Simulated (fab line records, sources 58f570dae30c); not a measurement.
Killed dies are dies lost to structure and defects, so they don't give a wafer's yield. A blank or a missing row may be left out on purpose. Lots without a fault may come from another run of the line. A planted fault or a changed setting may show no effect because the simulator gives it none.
fab line records | flow berkeley_cmos170
record lots=13 wafers=39 last_day=10
route steps=331 shown ZERO@12 PFIELD@88 GATE@127 M3@316
lots that met no fault: from a run of the same line without faults
start_h: hours from the record's first day to the start of the lot's first wafer shown | wait_h: hours since the lot's step before | " the same as in the row above | L1.1+2: a row that stands for several wafers | - no value, or no start given | * or withheld: withheld | < > ~ a bound
route shown NAME@n: a module of which the file shows steps, and the number in the route of the first | usual: mean/standard deviation of fault-free wafers | same: alike in all rows | chamber/n: place in a boat | sites: the reading at each site | _std_site: their standard deviation | _edge_site: outer sites' mean less inner sites' | radius_mm: how far each site lies from the wafer's centre | mask NAME#n: copy n | behind: the tool/chamber that last shaped the wafer | hold: why the lot was held/for how many hours/how that ended | device: the transistor (n, p or np) that didn't switch | end of line: the same wafers' tests at the end of the route | a step without rows: its recipe alone | killed: dies lost to structure and defects at the first sort, not the wafer's yield | map: a wafer's dies, x killed, . not, _ none there
set.NAME: the setting as run; set.NAME@STEP: as run at that earlier step | model.NAME: the simulator's own value behind a step, which no gauge read
steps of the route over a sample of lots; a table a step, a row a wafer
services: from which hour (start_h, from the record's first day; less than 0 if before it) a tool's chamber was out of use, for how many hours, and why
## steps
# step UCB170_ZERO_ETCH_06
# recipe chemistry=CHF3/CF4/Ar target=SiO2 time_s=12 pressure_mtorr=100 rf_w=500 CHF3_flow_sccm=50 cf4_flow_sccm=10 Ar_flow_sccm=120 over_etch_frac=1.58
# usual drypump_motor_current_A=5.8/0.54 oes_product_au=0.623/0.0096 throttle_valve_pct=9.25/0.14
# columns lot.wafer tool chamber start_h wait_h drypump_motor_current_A oes_product_au rf_hours_counter_h throttle_valve_pct
L799.2 rie_diel-02 3 18.91 - 6.6 0.613 90 9.26
L799.3 " 2 " " 5.4 0.597 60 9.33
L799.4 " 0 " " 5.7 0.610 76 9.06
L800.2 rie_diel-04 1 22.64 - 5.6 0.631 72 9.03
L800.4 " 2 " " 6.7 0.612 44 9.08
L800.5 " 0 " " 4.8 0.637 - 9.45
L801.2 rie_diel-04 3 29.82 - 6.3 0.616 102 9.36
L801.4 " 0 " " 4.8 0.627 136 9.48
L801.6 " 3 " " 6.2 0.623 - 9.36
L805.2 rie_diel-04 2 49.23 - 6.7 0.619 46 9.07
L805.4 " 0 " " 4.8 0.631 137 9.46
L805.5 " 2 " " 6.7 0.617 - 9.09
L806.2 rie_diel-02 1 55.41 - 5.7 0.620 72 9.13
L806.4 " 2 " " 5.4 0.603 62 9.32
L806.6 " 1 " " 5.7 0.623 - 9.14
L807.1 rie_diel-04 3 62.87 - 6.2 0.619 104 9.37
L807.2 " 0 " " 4.8 0.624 137 9.47
L807.4 " 2 " " 6.7 0.617 46 9.09
L809.2 rie_diel-03 3 67.33 - 6.0 0.645 1 9.27
L809.3 " 2 " " 5.6 0.634 44 9.18
L809.4 " 0 " " 5.8 0.621 104 9.29
L808.2 rie_diel-03 3 67.68 - 6.0 0.635 1 9.28
L808.5 " 2 " " 5.5 0.625 - 9.16
L808.6 " 1 " " 5.7 0.616 - 9.29
L812.4 rie_diel-04 0 86.28 - 4.8 0.638 138 9.44
L812.5 " 0 " " 4.8 0.631 - 9.47
L812.6 " 3 " " 6.2 0.615 - 9.35
L813.2 rie_diel-03 0 90.98 - 5.8 0.619 105 9.28
L813.3 " 3 " " 6.0 0.637 1 9.27
L813.6 " 1 " " 5.8 0.620 - 9.28
L814.1 rie_diel-03 1 93.73 - 5.7 0.618 66 9.29
L814.3 " 2 " " 5.6 0.624 45 9.17
L814.6 " 0 " " 5.9 0.631 - 9.30
L815.4 rie_diel-03 2 98.38 - 5.6 0.627 45 9.18
L815.5 " 0 " " 5.9 0.617 - 9.29
L815.6 " 3 " " 6.0 0.637 - 9.25
L817.1 rie_diel-04 0 109.48 - 4.8 0.628 139 9.47
L817.2 " 1 " " 5.6 0.624 76 9.03
L817.5 " 1 " " 5.6 0.633 - 9.05
# step UCB170_PFIELD_TW_MEAS_09
# usual PFIELD_TW=607/9.5
# columns lot.wafer tool chamber start_h wait_h PFIELD_TW
L799.2 film_metro-02 - 76.41 0.1 603
L799.3 " - " " 604
L799.4 " - " " 608
L800.2 film_metro-01 - 86.46 0.1 621
L800.4 " - " " 620
L800.5 " - " " 620
L801.2 film_metro-02 - 100.59 0.1 607
L801.4 " - " " 612
L801.6 " - " " 610
L805.2 film_metro-01 - 116.44 0.1 613
L805.4 " - " " 610
L805.5 " - " " 613
L806.2 film_metro-03 - 116.72 0.1 598
L806.4 " - " " 597
L806.6 " - " " 598
L807.1 film_metro-01 - 126.28 0.1 617
L807.2 " - " " 614
L807.4 " - " " 615
L809.2 film_metro-01 - 126.93 0.1 618
L809.3 " - " " 617
L809.4 " - " " 617
L808.2 film_metro-03 - 127.13 0.1 597
L808.5 " - " " 596
L808.6 " - " " 596
L812.4 film_metro-03 - 144.08 0.1 591
L812.5 " - " " 593
L812.6 " - " " 597
L814.1 film_metro-01 - 153.73 0.1 618
L814.3 " - " " 616
L814.6 " - " " 620
L813.2 film_metro-02 - 153.86 0.1 608
L813.3 " - " " 609
L813.6 " - " " 607
L815.4 film_metro-01 - 157.85 0.1 618
L815.5 " - " " 619
L815.6 " - " " 617
L817.1 film_metro-01 - 160.75 0.1 615
L817.2 " - " " 620
L817.5 " - " " 618
# step UCB170_GATE_OXIDATION_01
# recipe temp_c=850 ambient=O2 target_thk_a=66 ox_time_s=1800
# usual tube_center_temp_C=849.99/0.072
# columns lot.wafer tool chamber start_h wait_h tube_center_temp_C
L799.2 furnace-04 0 111.22 5.0 849.9
L799.3 " 0 " " 850.02
L799.4 " 0 " " 850.01
L800.2 furnace-03 0 118.64 2.5 849.99
L800.4 " 0 " " 850.03
L800.5 " 0 " " 850.11
L801.2 furnace-03 0 134.17 4.0 849.88
L801.4 " 0 " " 850.01
L801.6 " 0 " " 850.03
L805.2 furnace-03 0 151.30 3.9 850.06
L805.4 " 0 " " 849.87
L805.5 " 0 " " 850.16
L806.2 furnace-03 0 151.30 4.0 850
L806.4 " 0 " " 849.97
L806.6 " 0 " " 850.09
L807.1 furnace-03 0 158.23 1.3 849.89
L807.2 " 0 " " 849.87
L807.4 " 0 " " 850.04
L808.2 furnace-03 0 158.23 1.5 849.96
L808.5 " 0 " " 850.03
L808.6 " 0 " " 850.12
L809.2 furnace-03 0 158.23 1.5 849.87
L809.3 " 0 " " 850.03
L809.4 " 0 " " 850.01
L812.4 furnace-03 0 178.50 2.5 849.93
L812.5 " 0 " " 849.98
L812.6 " 0 " " 849.98
L813.2 furnace-04 0 185.21 1.8 849.96
L813.3 " 0 " " 849.98
L813.6 " 0 " " 850.08
L814.1 furnace-04 0 185.21 2.1 849.95
L814.3 " 0 " " 850.05
L814.6 " 0 " " 849.94
L815.4 furnace-03 0 189.10 2.5 849.97
L815.5 " 0 " " 849.91
L815.6 " 0 " " 849.97
L817.1 furnace-04 0 195.56 2.7 850
L817.2 " 0 " " 850.12
L817.5 " 0 " " 850.03
# step UCB170_GATE_THK_MEAS_02
# recipe reads=SiO2_of_GATE_OXIDATION_01
# usual GATE_OXIDE_THK=6.61/0.16
# columns lot.wafer tool chamber start_h wait_h GATE_OXIDE_THK[nm]
L799.2 film_metro-03 - 112.73 0.0 6.89
L799.3 " - " " 6.65
L799.4 " - " " 6.81
L800.2 film_metro-03 - 120.15 0.0 6.60
L800.4 " - " " 6.54
L800.5 " - " " 6.59
L801.2 film_metro-03 - 135.68 0.0 6.51
L801.4 " - " " 6.46
L801.6 " - " " 6.48
L805.2 film_metro-03 - 152.81 0.0 6.53
L805.4 " - " " 6.58
L805.5 " - " " 6.60
L806.2 film_metro-04 - 152.81 0.0 6.49
L806.4 " - " " 6.50
L806.6 " - " " 6.60
L807.1 film_metro-03 - 159.73 0.0 6.37
L807.2 " - " " 6.57
L807.4 " - " " 6.42
L808.2 film_metro-04 - 159.74 0.0 6.36
L808.5 " - " " 6.48
L808.6 " - " " 6.45
L809.2 film_metro-01 - 159.74 0.0 6.27
L809.3 " - " " 6.39
L809.4 " - " " 6.34
L812.4 film_metro-03 - 180.03 0.0 6.64
L812.5 " - " " 6.76
L812.6 " - " " 6.57
L814.1 film_metro-04 - 186.71 0.0 6.61
L814.3 " - " " 6.64
L814.6 " - " " 6.87
L813.2 film_metro-03 - 186.72 0.0 6.94
L813.3 " - " " 6.87
L813.6 " - " " 6.86
L815.4 film_metro-04 - 190.63 0.0 7.91
L815.5 " - " " 7.64
L815.6 " - " " 7.64
L817.1 film_metro-03 - 197.12 0.1 6.79
L817.2 " - " " 6.80
L817.5 " - " " 6.77
# step UCB170_M3_STRIP_07
# recipe chemistry=O2 power_w=400 pressure_mtorr=3500 platen_temp_c=withheld o2_flow_sccm=400 overash_fraction=0.5
# usual drypump_motor_current_A=5.7/0.49 oes_product_au=0.735/0.0047 strip_time_to_endpoint_s=21.95/0.064
# columns lot.wafer tool chamber start_h wait_h drypump_motor_current_A oes_product_au rf_hours_counter_h strip_time_to_endpoint_s
L799.2 plasma_asher-01 1 156.14 0.1 6.2 0.738 45 21.93
L799.3 " 1 " " 6.3 0.727 - 21.92
L799.4 " 0 " " 5.1 0.733 - 21.88
L800.2 plasma_asher-01 1 163.64 0.1 6.2 0.732 46 21.92
L800.4 " 0 " " 5.1 0.738 - 21.94
L800.5 " 1 " " 6.2 0.733 - 21.92
L801.2 plasma_asher-03 1 182.42 0.1 5.4 0.736 45 22.03
L801.4 " 0 " " 5.2 0.736 - 22.09
L801.6 " 0 " " 5.2 0.733 - 22.04
L805.2 plasma_asher-03 1 197.59 0.1 5.3 0.737 46 22.02
L805.4 " 0 " " 5.2 0.743 - 22.03
L805.5 " 1 " " 5.3 0.737 - 22.03
L806.2 plasma_asher-03 1 201.28 0.1 5.4 0.745 47 21.92
L806.4 " 1 " " 5.3 0.739 - 21.96
L806.6 " 0 " " 5.2 0.736 - 21.99
L808.2 plasma_asher-01 1 205.09 0.1 6.3 0.725 50 21.90
L808.5 " 0 " " 5.1 0.731 - 21.93
L808.6 " 1 " " 6.2 0.730 - 21.94
L809.2 plasma_asher-04 1 206.44 0.1 5.9 0.735 10 21.98
L809.3 " 1 " " 6.0 0.733 - 21.99
L809.4 " 0 " " 6.2 0.732 - 22.02
L807.1 plasma_asher-01 1 210.31 0.1 6.3 0.738 51 21.96
L807.2 " 0 " " 5.1 0.733 51 22.01
L807.4 " 0 " " 5.1 0.733 - 21.94
L812.4 plasma_asher-03 0 224.31 0.1 5.2 0.742 - 21.89
L812.5 " 0 " " 5.2 0.729 - 21.88
L812.6 " 1 " " 5.4 0.734 - 21.95
L813.2 plasma_asher-04 1 228.40 0.1 6.0 0.739 13 21.91
L813.3 " 0 " " 6.2 0.724 - 21.91
L813.6 " 0 " " 6.2 0.735 - 21.94
L814.1 plasma_asher-03 0 228.75 0.1 5.2 0.739 50 21.97
L814.3 " 0 " " 5.2 0.731 - 21.96
L814.6 " 1 " " 5.4 0.742 - 21.95
L815.4 plasma_asher-01 1 237.01 0.1 6.2 0.737 - 21.89
L815.5 " 1 " " 6.2 0.744 - 21.86
L815.6 " 0 " " 5.1 0.742 - 21.85
L817.1 plasma_asher-01 0 240.91 0.1 5.1 0.734 54 21.85
L817.2 " 1 " " 6.2 0.738 54 21.81
L817.5 " 1 " " 6.2 0.734 - 21.80
## services
# columns tool chamber start_h hours kind
rie_diel-02 2 5.90 8.4 repair
rie_diel-04 2 11.79 3.2 repair
rie_diel-03 3 23.65 - clean
rie_diel-02 - 31.37 2.8 pm
rie_diel-03 - 38.86 0.1 repair
furnace-04 - 54.39 3.7 pm
rie_diel-04 - 59.24 2.3 repair
rie_diel-02 0 62.48 2.8 repair
rie_diel-03 3 70.85 1.9 repair
furnace-03 - 73.86 3.3 pm
rie_diel-02 1 92.91 13.3 repair
rie_diel-04 1 102.19 3.9 repair
plasma_asher-04 - 108.75 9.0 pm
furnace-03 - 142.17 3.5 pm
rie_diel-04 - 143.42 3.1 repair
furnace-04 - 160.42 4.0 pm
rie_diel-04 - 173.37 0.3 repair
rie_diel-03 0 189.13 8.9 repair
plasma_asher-04 - 214.28 1.0 repair
rie_diel-04 0 215.85 - clean
rie_diel-04 0 215.85 13.0 scheduled_down
rie_diel-04 0 215.85 13.0 vent_cycle
rie_diel-02 1 230.48 1.2 repair
plasma_asher-04 - 231.52 2.8 pm
## key
first_sign step=UCB170_GATE_THK_MEAS_02 reading=GATE_OXIDE_THK direction=up sigmas=7.2 usual=6.61 struck=7.73
effect none on later readings
met_at UCB170_GATE_OXIDATION_01
struck_lots L815
tester_left_out L815
not_acting_at UCB170_ZERO_ETCH_06,UCB170_PFIELD_TW_MEAS_09,UCB170_M3_STRIP_07
onset_between 178.50 189.10
fault kind=process_parameter_drift tool=furnace-03 chamber=- onset_h=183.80 steps=UCB170_GATE_OXIDATION_01 channel=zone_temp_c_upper offset=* shape=step end_h=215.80
# tester_left_out: of these lots the tester's yield and bins aren't shown, on N5 and GAA mostly nor the transistor test; their killed dies are dies lost to structure and defects alone, not to doping, threshold or leakage, so they don't give the yield
